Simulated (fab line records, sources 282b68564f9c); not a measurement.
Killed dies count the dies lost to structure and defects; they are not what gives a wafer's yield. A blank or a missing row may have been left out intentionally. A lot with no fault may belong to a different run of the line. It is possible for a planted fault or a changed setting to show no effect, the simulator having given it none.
fab line records	flow rit_cmos
[record] lots = 7	wafers = 21	last_day = 5
route steps=202 shown M1@188
lots that met no fault: taken from a fault-free run of the same line
start_h: start of the lot's first displayed wafer, in hours after the record's first day	wait_h: how many hours have passed since the lot's step before this one	" same as the row above	L1.1+2: a row that stands for several wafers	- no value, or no start given	* or withheld: withheld	< > ~ a bound
route shown NAME@n: names a module that has steps shown in the file, with the first one's number in the route	usual: mean and standard deviation over wafers with no fault	same: alike in all rows	chamber/n: place in a boat	sites: readings site by site	_std_site: standard deviation across them	_edge_site: mean of outer sites minus mean of inner sites	radius_mm: how far each site lies from the wafer's centre	mask NAME#n: copy n	behind: the most recent tool/chamber to have shaped the wafer	hold: cause of the lot's hold/its duration in hours/its outcome	device: whichever transistor did not switch (one of n, p or np)	end of line: tests run on the same wafers once the route is complete	where a step has no rows: the recipe by itself	killed: not the wafer's yield, but the dies lost to structure and defects at the first sort	map: a wafer's dies, x killed, . not, _ none there
set.NAME: the setting that was run; set.NAME@STEP: the one run at that earlier step	model.NAME: the simulator's own value behind a step, which no gauge read
lots at selected steps of the route; one table per step, one row per wafer
services: when a tool's chamber went out of use (start_h, in hours from the record's first day, below 0 if earlier), for how many hours, and the reason
[[steps]]
[step RIT_M1_COAT_04]
[recipe] resist = NOVOLAK	spin_rpm = 2000	resist_thk_nm = 1300
[step RIT_M1_SOFTBAKE_05]
[recipe] resist = NOVOLAK	temp_c = 90	time_s = 60
[step RIT_M1_EXPOSE_06]
[recipe] mask_id = M12	na = 0.6	source_shape = conventional	sigma_outer = 0.5	target_cd_nm = 2600	dose_mj = 250
[step RIT_M1_PEB_07]
[recipe] resist = NOVOLAK	temp_c = withheld	time_s = withheld
[step RIT_M1_DEVELOP_08]
[recipe] resist = NOVOLAK	develop_time_s = 68	dev_temp_c = 23
[step RIT_M1_CD_MEAS_09]
[recipe] target_cd_nm = 2600
[usual] cd_nm = 2600.6/1.8
lot.wafer	tool	chamber	start_h	wait_h	cd_nm
L182.1	cd_sem-01	-	63.38	-	2600.0
L182.2	"	-	"	"	2600.5
L182.4	"	-	"	"	2598.5
L187.1	cd_sem-01	-	86.76	-	2600.0
L187.2	"	-	"	"	2602.2
L187.6	"	-	"	"	2598.3
L188.2	cd_sem-01	-	96.33	-	2599.6
L188.4	"	-	"	"	2600.4
L188.5	"	-	"	"	2602.3
L190.1	cd_sem-01	-	99.51	-	2601.9
L190.3	"	-	"	"	2601.8
L190.6	"	-	"	"	2602.9
L191.2	cd_sem-01	-	112.69	-	2602.1
L191.4	"	-	"	"	2600.8
L191.5	"	-	"	"	2600.1
L192.1	cd_sem-01	-	112.99	-	2598.5
L192.2	"	-	"	"	2597.1
L192.4	"	-	"	"	2599.2
L193.2	cd_sem-01	-	116.57	-	2605.3
L193.5	"	-	"	"	2604.6
L193.6	"	-	"	"	2605.6
[step RIT_M1_OVL_MEAS_10]
[usual] M1_OVL = -0.5/1.5
lot.wafer	tool	chamber	start_h	wait_h	M1_OVL[nm]
L182.1	overlay-01	-	63.50	0.1	-0.9
L182.2	"	-	"	"	1.7
L182.4	"	-	"	"	-1.7
L187.1	overlay-02	-	86.88	0.1	-2.6
L187.2	"	-	"	"	-2.2
L187.6	"	-	"	"	-1.0
L188.2	overlay-02	-	96.44	0.1	-4.6
L188.4	"	-	"	"	-4.1
L188.5	"	-	"	"	-3.5
L190.1	overlay-02	-	99.63	0.1	1.7
L190.3	"	-	"	"	1.4
L190.6	"	-	"	"	2.3
L191.2	overlay-02	-	112.80	0.1	-2.1
L191.4	"	-	"	"	-1.9
L191.5	"	-	"	"	-1.8
L192.1	overlay-02	-	113.11	0.1	-2.8
L192.2	"	-	"	"	-3.0
L192.4	"	-	"	"	-1.1
L193.2	overlay-01	-	116.68	0.1	-0.6
L193.5	"	-	"	"	-1.3
L193.6	"	-	"	"	-1.6
[step RIT_M1_HARDBAKE_11]
[recipe] resist = NOVOLAK	temp_c = 140	time_s = 120
[step RIT_M1_METAL_ETCH_12]
[recipe] stop_on = SiO2	chemistry = Cl2/BCl3	target = Al	time_s = 165	over_etch_frac = 0.5	pressure_mtorr = 100	target_depth_a = 6000	rf_w = 250	Cl2_flow_sccm = 60	bcl3_flow_sccm = 50
[usual] bcl3_flow_sccm = 49.96/0.13	drypump_motor_current_A = 5.8/0.37	oes_product_au = 0.753/0.0079	throttle_valve_pct = 8.32/0.037
[same] over_etch_frac = 0.5
lot.wafer	tool	chamber	start_h	wait_h	bcl3_flow_sccm	drypump_motor_current_A	oes_product_au	rf_hours_counter_h	throttle_valve_pct
L182.1	rie_metal-02	1	63.89	0.2	50.01	6.2	0.746	1	8.36
L182.2	"	0	"	"	50.11	5.8	0.754	1	8.27
L182.4	"	0	"	"	49.66	5.8	0.748	-	8.27
L187.1	rie_metal-03	0	87.17	0.2	49.93	5.3	0.760	36	8.35
L187.2	"	1	"	"	49.86	5.2	0.735	35	8.30
L187.6	"	0	"	"	49.89	5.3	0.764	-	8.33
L188.2	rie_metal-01	0	96.72	0.2	49.94	5.8	0.755	5	8.34
L188.4	"	1	"	"	50.09	6.2	0.756	-	8.31
L188.5	"	0	"	"	49.75	5.8	0.750	-	8.33
L190.1	rie_metal-03	0	99.92	0.2	49.76	5.3	0.756	37	8.34
L190.3	"	1	"	"	50.09	5.2	0.737	-	8.28
L190.6	"	1	"	"	49.90	5.2	0.744	-	8.29
L191.2	rie_metal-02	1	113.13	0.2	49.96	6.2	0.754	1	8.36
L191.4	"	0	"	"	49.86	5.8	0.752	-	8.25
L191.5	"	1	"	"	49.98	6.2	0.751	-	8.35
L192.1	rie_metal-01	1	113.52	0.2	50.02	6.1	0.757	5	8.33
L192.2	"	0	"	"	50.04	5.8	0.752	5	8.33
L192.4	"	1	"	"	49.73	6.1	0.753	-	8.31
L193.2	rie_metal-03	1	117.07	0.2	50.08	5.2	0.744	35	8.28
L193.5	"	0	"	"	50.26	5.3	0.750	-	8.35
L193.6	"	1	"	"	50.28	5.2	0.758	-	8.29
[step RIT_M1_STRIP_13]
[recipe] chemistry = nmp	resist = NOVOLAK	temp_c = 80	time_s = 600	dry = n2_spin
[step RIT_M1_STRIP_14]
[recipe] chemistry = O2	time_s = 180	platen_temp_c = withheld	power_w = 500	pressure_mtorr = 4000	o2_flow_sccm = 4000
[usual] drypump_motor_current_A = 6.0/0.37
lot.wafer	tool	chamber	start_h	wait_h	drypump_motor_current_A	rf_hours_counter_h
L182.1	plasma_asher-01	1	64.23	0.0	6.3	42
L182.2	"	0	"	"	5.7	42
L182.4	"	1	"	"	6.3	-
L187.1	plasma_asher-02	0	87.51	0.0	6.3	45
L187.2	"	1	"	"	6.3	45
L187.6	"	1	"	"	6.3	-
L188.2	plasma_asher-04	0	97.05	0.0	5.8	31
L188.4	"	1	"	"	5.4	-
L188.5	"	1	"	"	5.4	-
L190.1	plasma_asher-04	1	100.26	0.0	5.4	32
L190.3	"	1	"	"	5.4	-
L190.6	"	1	"	"	5.4	-
L191.2	plasma_asher-01	0	113.47	0.0	5.7	45
L191.4	"	1	"	"	6.3	-
L191.5	"	0	"	"	5.7	-
L192.1	plasma_asher-04	0	113.87	0.0	5.8	33
L192.2	"	1	"	"	5.4	33
L192.4	"	1	"	"	5.4	-
L193.2	plasma_asher-01	1	117.43	0.0	6.3	46
L193.5	"	1	"	"	6.3	-
L193.6	"	0	"	"	5.6	-
[step RIT_M1_CD_MEAS_90]
[recipe] target_cd_nm = 2600
[usual] cd_nm = 2600/3.1
lot.wafer	tool	chamber	start_h	wait_h	cd_nm
L182.1	cd_sem-02	-	64.40	0.1	2602
L182.2	"	-	"	"	2600
L182.4	"	-	"	"	2598
L187.1	cd_sem-02	-	87.68	0.1	2601
L187.2	"	-	"	"	2606
L187.6	"	-	"	"	2600
L188.2	cd_sem-01	-	97.25	0.1	2595
L188.4	"	-	"	"	2599
L188.5	"	-	"	"	2600
L190.1	cd_sem-02	-	100.43	0.1	2604
L190.3	"	-	"	"	2605
L190.6	"	-	"	"	2606
L191.2	cd_sem-02	-	113.66	0.1	2604
L191.4	"	-	"	"	2600
L191.5	"	-	"	"	2602
L192.1	cd_sem-01	-	114.04	0.1	2597
L192.2	"	-	"	"	2595
L192.4	"	-	"	"	2597
L193.2	cd_sem-01	-	117.62	0.1	2607
L193.5	"	-	"	"	2604
L193.6	"	-	"	"	2608
[step RIT_M1_ANNEAL_15]
[recipe] temp_c = 450	time_s = 1839	ambient = forming_gas_H2N2
[usual] spike_tc_centre_C = 453.2/1	spike_tc_load_C = 468.7/0.97	spike_tc_source_C = 465.5/1.1	tube_center_temp_C = 450.01/0.041	tube_center_temp_C_max = 451.13/0.18	zone_power_centre_pct = 18.40/0.19	zone_power_load_pct = 6.60/0.062	zone_power_source_pct = 6.78/0.069
lot.wafer	tool	chamber	start_h	wait_h	spike_tc_centre_C	spike_tc_load_C	spike_tc_source_C	tube_center_temp_C	tube_center_temp_C_max	zone_power_centre_pct	zone_power_load_pct	zone_power_source_pct
L182.1	furnace-02	0	64.52	0.1	452.6	467.1	465.2	450.02	450.98	18.54	6.62	6.75
L182.2	"	0	"	"	453.5	468.1	467.5	449.98	451.12	18.27	6.61	6.79
L182.4	"	0	"	"	453.2	470.2	464.2	449.96	451.11	18.29	6.57	6.79
L187.1	furnace-02	0	87.80	0.1	452.3	468.5	465.8	450.03	451.09	18.88	6.58	6.81
L187.2	"	0	"	"	451.3	470.1	463.5	450.03	451.16	18.35	6.59	6.87
L187.6	"	0	"	"	452.6	470.9	463.2	449.99	450.98	18.35	6.74	6.80
L188.2	furnace-02	0	97.35	0.1	453.0	469.4	464.8	450.01	451.25	18.52	6.66	6.82
L188.4	"	0	"	"	454.1	468.6	465.1	449.97	451.10	18.60	6.63	6.88
L188.5	"	0	"	"	453.6	467.6	464.2	450.01	450.82	18.48	6.65	6.75
L190.1	furnace-02	0	100.55	0.1	453.0	470.1	466.9	450.04	451.14	18.15	6.57	6.69
L190.3	"	0	"	"	452.3	468.7	465.9	450	451.15	18.37	6.61	6.81
L190.6	"	0	"	"	453.9	468.8	465.1	449.97	450.96	18.17	6.65	6.78
L191.2	furnace-02	0	113.76	0.1	488.9	504.0	501.0	485.09	486.02	19.90	7.41	7.55
L191.4	"	0	"	"	485.7	505.4	502.3	485.16	486.24	19.78	7.44	7.70
L191.5	"	0	"	"	488.6	502.9	502.7	485.17	486.18	20.29	7.56	7.71
L192.1	furnace-02	0	115.26	1.2	489.6	504.9	500.6	485.16	486.14	19.83	7.49	7.70
L192.2	"	0	"	"	488.1	504.1	501.8	485.18	486.19	19.92	7.45	7.74
L192.4	"	0	"	"	487.6	505.1	500.7	485.21	486.31	20.27	7.46	7.62
L193.2	furnace-02	0	117.72	0.1	487.9	504.2	501.3	485.14	486.47	19.89	7.44	7.79
L193.5	"	0	"	"	488.2	504.3	500.2	485.13	486.33	19.90	7.44	7.68
L193.6	"	0	"	"	487.6	503.4	502.3	485.16	485.88	19.95	7.56	7.70
[step RIT_M1_BOW_MEAS_16]
[recipe] mode = bow
[usual] M1_BOW = 18/7.4
lot.wafer	tool	chamber	start_h	wait_h	M1_BOW[um]
L182.1	film_metro-02	-	66.02	0.0	29
L182.2	"	-	"	"	26
L182.4	"	-	"	"	16
L187.1	film_metro-03	-	89.30	0.0	10
L187.2	"	-	"	"	18
L187.6	"	-	"	"	19
L188.2	film_metro-03	-	98.87	0.0	25
L188.4	"	-	"	"	15
L188.5	"	-	"	"	14
L190.1	film_metro-02	-	102.05	0.0	22
L190.3	"	-	"	"	21
L190.6	"	-	"	"	16
L191.2	film_metro-03	-	115.28	0.0	19
L191.4	"	-	"	"	7
L191.5	"	-	"	"	12
L192.1	film_metro-02	-	116.76	0.0	6
L192.2	"	-	"	"	6
L192.4	"	-	"	"	13
L193.2	film_metro-02	-	119.24	0.0	17
L193.5	"	-	"	"	14
L193.6	"	-	"	"	18
[step RIT_M1_PROBE_99]
[usual] defect_limited_yield = 97.4/1.1	killed_at_front_end = 6.8/2.9	killed_dies = 6.9/2.9	killed_open = 3.3/1.9	killed_short = 3.6/1.9
[same] gross_dies = 264	killed_at_M0_to_M3 = 0	killed_at_M4_up = 0	killed_at_back_side = 0	killed_at_contacts = 0	killed_at_other = 0
lot.wafer	tool	chamber	start_h	wait_h	defect_limited_yield[%]	killed_at_front_end	killed_dies	killed_open	killed_short	model.etest.tester.sort_n_pass	model.etest.tester.sort_yield_pct	model.etest.nmos_0p15.junction_log10_a_um	model.etest.nmos_narrow.off_log10_a_um	model.etest.nmos_0p3.off_log10_a_um	model.etest.gate_end_array.leak_log10_a_um	model.etest.pmos_0p15.junction_log10_a_um	model.etest.contact_diode_array.leak_log10_a
L182.1	prober-02	-	66.14	0.1	97.7	6	6	2	4	258	97.73	-13.45	-13.15	-13.1	-12.9	-13.86	-9.494
L182.2	prober-02	-	66.19	0.1	96.6	9	9	5	4	255	96.59	-13.68	-13.2	-13	-12.86	-13.75	-9.62
L182.4	prober-02	-	66.29	0.2	97.3	7	7	3	4	257	97.35	-13.37	-13.13	-13.14	-12.96	-13.82	-9.254
L187.1	prober-01	-	89.42	0.1	97.0	8	8	6	2	256	96.97	-13.48	-13.25	-13.03	-12.83	-13.79	-9.346
L187.2	prober-01	-	89.47	0.1	98.9	3	3	2	1	261	98.86	-13.47	-13.18	-13.1	-12.83	-13.8	-9.414
L187.6	prober-01	-	89.67	0.2	96.2	10	10	3	7	254	96.21	-13.43	-13.32	-13.03	-12.91	-13.94	-9.509
L188.2	prober-01	-	99.02	0.1	98.5	4	4	2	2	260	98.48	-13.5	-13.37	-12.97	-12.8	-13.81	-9.888
L188.4	prober-01	-	99.12	0.2	98.1	5	5	2	3	259	98.11	-13.6	-13.21	-13.04	-12.75	-13.77	-9.586
L188.5	prober-01	-	99.17	0.2	97.0	8	8	4	4	256	96.97	-13.57	-13.21	-13.15	-12.87	-13.88	-9.363
L190.1	prober-02	-	102.17	0.1	97.3	7	7	2	5	257	97.35	-13.51	-13.14	-13.03	-12.95	-13.7	-9.061
L190.3	prober-02	-	102.27	0.2	98.1	5	5	2	3	259	98.11	-13.62	-13.16	-13.08	-12.8	-13.84	-9.205
L190.6	prober-02	-	102.42	0.2	98.1	5	5	1	4	259	98.11	-13.45	-13.24	-12.79	-12.64	-13.63	-9.357
L191.2	prober-01	-	115.43	0.1	99.2	2	2	1	1	0	0	-7.588	-7.588	-7.588	-7.434	-8.588	-4.323
L191.4	prober-01	-	115.53	0.2	97.7	6	6	4	2	0	0	-7.89	-7.89	-7.89	-7.705	-8.89	-4.587
L191.5	prober-01	-	115.58	0.2	98.9	3	3	1	2	0	0	-7.751	-7.751	-7.751	-7.686	-8.751	-4.413
L192.1	prober-02	-	116.88	0.1	97.7	6	6	2	4	0	0	-7.078	-7.078	-7.078	-6.894	-8.078	-
L192.2	prober-02	-	116.93	0.1	97.3	7	7	2	5	0	0	-6.816	-6.816	-6.816	-6.673	-7.816	-
L192.4	prober-02	-	117.03	0.2	96.6	9	9	4	5	0	0	-8.153	-8.153	-8.153	-7.96	-9.153	-4.836
L193.2	prober-01	-	119.39	0.1	98.9	3	3	1	2	0	0	-7.378	-7.378	-7.378	-7.314	-8.379	-4.007
L193.5	prober-01	-	119.54	0.2	98.5	4	4	1	3	0	0	-7.517	-7.517	-7.517	-7.302	-8.517	-4.264
L193.6	prober-01	-	119.59	0.2	98.5	4	4	2	2	0	0	-8.053	-8.053	-8.053	-7.947	-9.053	-4.767
// killed by level:class
L182.1 FOX2:geometric_particle:short=2 SPACER:geometric_particle:short=2 FOX2:geometric_particle:open=1 GATE:geometric_particle:open=1
L182.2 FOX2:geometric_particle:short=2 ACTIVE:geometric_particle:open=1 FOX1:geometric_particle:open=1 FOX1:geometric_particle:short=1 SPACER:geometric_particle:open=1 FOX2:geometric_particle:open=1 GATE:geometric_particle:short=1 GATE:geometric_particle:open=1
L182.4 GATE:geometric_particle:short=2 FOX1:geometric_particle:short=1 FOX1:geometric_particle:open=1 FOX2:geometric_particle:short=1 GATE:geometric_particle:open=1 SILICIDE:geometric_particle:open=1
L187.1 GATE:geometric_particle:open=4 FOX2:geometric_particle:open=1 FOX2:geometric_particle:short=1 SPACER:geometric_particle:short=1 SPACER:geometric_particle:open=1
L187.2 GATE:geometric_particle:short=1 GATE:geometric_particle:open=1 SPACER:geometric_particle:open=1
L187.6 SPACER:geometric_particle:short=5 FOX2:geometric_particle:open=2 FOX2:geometric_particle:short=1 GATE:geometric_particle:open=1 GATE:geometric_particle:short=1
L188.2 GATE:geometric_particle:short=1 GATE:geometric_particle:open=1 REOX:geometric_particle:short=1 REOX:geometric_particle:open=1
L188.4 FOX1:geometric_particle:short=1 FOX2:geometric_particle:open=1 FOX2:geometric_particle:short=1 GATE:geometric_particle:short=1 SPACER:geometric_particle:open=1
L188.5 REOX:geometric_particle:open=2 SPACER:geometric_particle:short=2 FOX1:geometric_particle:open=1 FOX1:geometric_particle:short=1 SILICIDE:geometric_particle:open=1 SILICIDE:geometric_particle:short=1
L190.1 GATE:geometric_particle:short=3 REOX:geometric_particle:short=2 FOX2:geometric_particle:open=1 REOX:geometric_particle:open=1
L190.3 FOX1:geometric_particle:open=1 FOX1:geometric_particle:short=1 GATE:geometric_particle:short=1 REOX:geometric_particle:open=1 SILICIDE:geometric_particle:short=1
L190.6 GATE:geometric_particle:short=3 GATE:geometric_particle:open=1 SPACER:geometric_particle:short=1
L191.2 FOX2:geometric_particle:open=1 SPACER:geometric_particle:short=1
L191.4 GATE:geometric_particle:open=3 FOX1:geometric_particle:short=1 GATE:geometric_particle:short=1 SILICIDE:geometric_particle:open=1
L191.5 SPACER:geometric_particle:short=1 SILICIDE:geometric_particle:open=1 SILICIDE:geometric_particle:short=1
L192.1 GATE:geometric_particle:short=3 GATE:geometric_particle:open=2 FOX1:geometric_particle:short=1
L192.2 GATE:geometric_particle:short=2 FOX1:geometric_particle:short=1 FOX2:geometric_particle:short=1 FOX2:geometric_particle:open=1 SPACER:geometric_particle:open=1 SILICIDE:geometric_particle:short=1
L192.4 FOX1:geometric_particle:open=2 REOX:geometric_particle:short=2 FOX2:geometric_particle:open=1 FOX2:geometric_particle:short=1 GATE:geometric_particle:open=1 GATE:geometric_particle:short=1 SPACER:geometric_particle:short=1
L193.2 FOX2:geometric_particle:short=1 GATE:geometric_particle:short=1 SPACER:geometric_particle:open=1
L193.5 GATE:geometric_particle:short=2 FOX1:geometric_particle:open=1 REOX:geometric_particle:short=1
L193.6 GATE:geometric_particle:open=1 GATE:geometric_particle:short=1 SPACER:geometric_particle:short=1 SILICIDE:geometric_particle:open=1
[[services]]
tool	chamber	start_h	hours	kind
plasma_asher-01	-	48.61	8.9	repair
plasma_asher-01	-	74.01	19.3	repair
plasma_asher-02	-	108.75	9.0	pm
plasma_asher-02	0	108.75	9.0	vent_cycle
plasma_asher-02	1	108.75	9.0	vent_cycle
[[key]]
[first_sign] step = RIT_M1_ANNEAL_15	reading = tube_center_temp_C	direction = up	sigmas = 99+	usual = *	struck = *
[effect] step = RIT_M1_ANNEAL_15	reading = tube_center_temp_C_max	direction = up	sigmas = 99+	usual = *	struck = *
[model_effect] step = RIT_M1_PROBE_99	value = etest.tester.sort_n_pass	without = 259.1	struck = 0
met_at RIT_M1_ANNEAL_15
struck_wafers L191.2,L191.4,L191.5,L192.1,L192.2,L192.4,L193.2,L193.5,L193.6
onset_between 100.55 113.76
[fault] kind = process_parameter_drift	tool = furnace-02	chamber = -	onset_h = 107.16	steps = RIT_M1_ANNEAL_15	channel = temp_c	offset = *	shape = step	end_h = 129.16	stated = *
